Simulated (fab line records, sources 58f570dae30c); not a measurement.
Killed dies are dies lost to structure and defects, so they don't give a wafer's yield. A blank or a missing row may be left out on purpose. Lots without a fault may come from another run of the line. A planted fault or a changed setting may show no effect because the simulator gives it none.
Which tool did it? | flow berkeley_cmos170 | 6 lots, 18 wafers sampled, at 3 steps of a route of 331

WHAT THE GAUGES READ, wafer by wafer
UCB170_M1_RS_MEAS_01: measures by four-point-probe.
lot  | measured     | on            | M1_AL_RS (ohm/sq)
L889 | day 8 05:20  | film_metro-02 | 0.0480 0.0488 0.0481
L893 | day 8 22:37  | film_metro-02 | 0.0489 0.0488 0.0488
L894 | day 9 07:52  | film_metro-02 | 0.0488 0.0489 0.0485
L895 | day 9 12:46  | film_metro-02 | 0.0480 0.0482 0.0483
L897 | day 9 18:38  | film_metro-01 | 0.0478 0.0486 0.0485
L904 | day 10 17:12 | film_metro-02 | 0.0299 0.0486 0.0298

WHICH TOOL RAN EACH LOT (tool, then ch and the chambers of the sampled wafers, then the start)
lot  | UCB170_GATE_ETCH_14               | UCB170_M1_SPUTTER_00
L889 | rie_diel-02 ch 0,3, day 7 05:20   | pvd_sputter-01, day 8 05:16
L893 | rie_diel-02 ch 0,2,3, day 7 23:50 | pvd_sputter-03, day 8 22:33
L894 | rie_diel-03 ch 1,2,3, day 8 04:52 | pvd_sputter-01, day 9 07:46
L895 | rie_diel-02 ch 0,3, day 8 13:34   | pvd_sputter-04, day 9 12:40
L897 | rie_diel-03 ch 0,3, day 8 19:26   | pvd_sputter-01, day 9 18:34
L904 | rie_diel-04 ch 0,1,2, day 9 19:09 | pvd_sputter-04, day 10 17:07
- UCB170_GATE_ETCH_14: etches BARC in N2/H2.
- UCB170_M1_SPUTTER_00: material Al, target thk 600 nm, time 80 s.

THE ANSWER, worked out from the rows above alone
Rule: what is usual is taken from the lots themselves. Put in order of their means at a reading, lots are off if they are a third of the lots or fewer, leave a main group of 4 or more, and stand apart from it by a gap of 3 or more times the standard deviation of the main group's means; of several such gaps the widest counts. A main group whose means are all the same, to the digits that the tables above print for the reading, isn't used. A lot without any number at a reading at which 4 lots or more have one is off too. The other lots that the step has rows for count as sound.
Off: L904, at UCB170_M1_RS_MEAS_01 (M1_AL_RS). The main group: mean 0.0485 ohm/sq, standard deviation 0.00026.
A tool fits if, at a process step before that reading, it ran every lot that is off, and no sound lot after the first of them. The gauges at UCB170_M1_RS_MEAS_01 are tried like those tools. Can't be told from this: 3 tools fit, rie_diel-04 at UCB170_GATE_ETCH_14, pvd_sputter-04 at UCB170_M1_SPUTTER_00, film_metro-02 at UCB170_M1_RS_MEAS_01.

WHAT THE SIMULATOR HAD PUT IN
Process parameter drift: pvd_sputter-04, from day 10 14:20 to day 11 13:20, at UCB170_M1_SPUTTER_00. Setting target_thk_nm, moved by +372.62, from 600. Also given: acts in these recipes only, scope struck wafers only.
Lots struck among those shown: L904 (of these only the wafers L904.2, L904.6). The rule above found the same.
